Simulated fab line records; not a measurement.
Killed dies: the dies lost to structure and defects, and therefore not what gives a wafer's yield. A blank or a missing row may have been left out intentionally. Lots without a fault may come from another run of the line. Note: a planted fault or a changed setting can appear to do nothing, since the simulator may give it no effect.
Comparing a struck lot with a sound one + flow berkeley cmos170 + 14 steps out of a route of 331
Sound: the wafers L834.2, L834.4, L834.6. The struck wafers were L844.1, L844.2, L844.5. The cause is given at the end.
Per side, at each step with rows, come the tool, then ch with its chambers, and then its first start. Under that, the readings that differ: sound wafers + struck wafers + difference of the means + sigmas: that difference in standard deviations of wafers without a fault.
alike: words and numbers the same on both sides, and readings whose means are apart by under 2 such deviations; not compared: readings that were withheld, readings missing a value for some wafer, numbers with overlapping values and no deviation given by the record, and bounds like >300 which may hide the same value.
A row with sigmas, a row that says differs or no value, or rows on one side alone: a step with any of these is where the two part. When numbers do not overlap yet have no deviation, they are printed without sigmas and do not part them. Lack of a reading on every wafer of one side parts them only where that side has two or more wafers.

UCB170_CONTACT_ETCH_17: etches BARC in N2/H2.
  sound on rie diel-02 ch 1,2,3, day 10 03:19; struck on rie diel-04 ch 0,2, day 12 10:39
  alike: drypump motor current A, oes product au, throttle valve pct
UCB170_CONTACT_ETCH_18: etches PSG in CHF3/CF4/Ar, stops on TiSi2, target depth 840 nm, time 195 s.
  sound: rie diel-02 ch 1,2,3; struck: rie diel-04 ch 0,2
  alike: CHF3_flow_sccm, cf4 flow sccm, drypump motor current A, oes product au, throttle valve pct
  not compared: rf hours counter h
UCB170_CONTACT_STRIP_19: strips in O2.
  sound on plasma asher-02 ch 0, day 10 03:29; struck on plasma asher-03 ch 0,1, day 12 10:49
  alike: drypump motor current A, oes product au
  not compared: rf hours counter h
UCB170_CONTACT_CD_MEAS_90: the cd target is 700 nm.
  sound on cd sem-02 at day 10 03:36; struck on cd sem-01 at day 12 10:55
  alike: cd nm
then, 1 step without rows for these wafers: UCB170_CONTACT_CLEAN_20 (cleans in SPM, time 600 s).
UCB170_M1_SPUTTER_00: material Al, target thk 600 nm, time 80 s.
  sound on pvd sputter-01 at day 10 04:05; struck on pvd sputter-01 at day 12 11:20
  alike: throttle valve pct
UCB170_M1_RS_MEAS_01: measures by four-point-probe.
  sound on film metro-04 at day 10 04:10; struck on film metro-04 at day 12 11:24
  alike: M1_AL_RS
UCB170_M1_THK_MEAS_02: measures by xrf.
  sound on film metro-04 at day 10 04:16; struck on film metro-04 at day 12 11:31
  alike: M1_AL_THK
then, 4 steps without rows for these wafers: UCB170_M1_COAT_03; UCB170_M1_COAT_04 (resist thk 900 nm); UCB170_M1_SOFTBAKE_05 (time 60 s); UCB170_M1_EXPOSE_06 (exposes mask METAL1, target cd 700 nm).
UCB170_M1_PEB_07:
  sound on litho track-04 ch 0, day 10 05:07; struck on litho track-02, day 12 12:18
  no value came back on the struck wafers for chill plate temp C (C), exhaust pa (Pa); on the sound wafers chill plate temp C (C) reads 23.24 23.20 23.15
then, 1 step without rows for these wafers: UCB170_M1_DEVELOP_08 (develop time 45 s).

WHERE THEY PART
UCB170_M1_PEB_07 only, going by this record.

WHY: the cause the simulator had injected
Step skipped in full: litho track-02, at UCB170_M1_PEB_07, from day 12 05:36 onward. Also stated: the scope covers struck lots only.
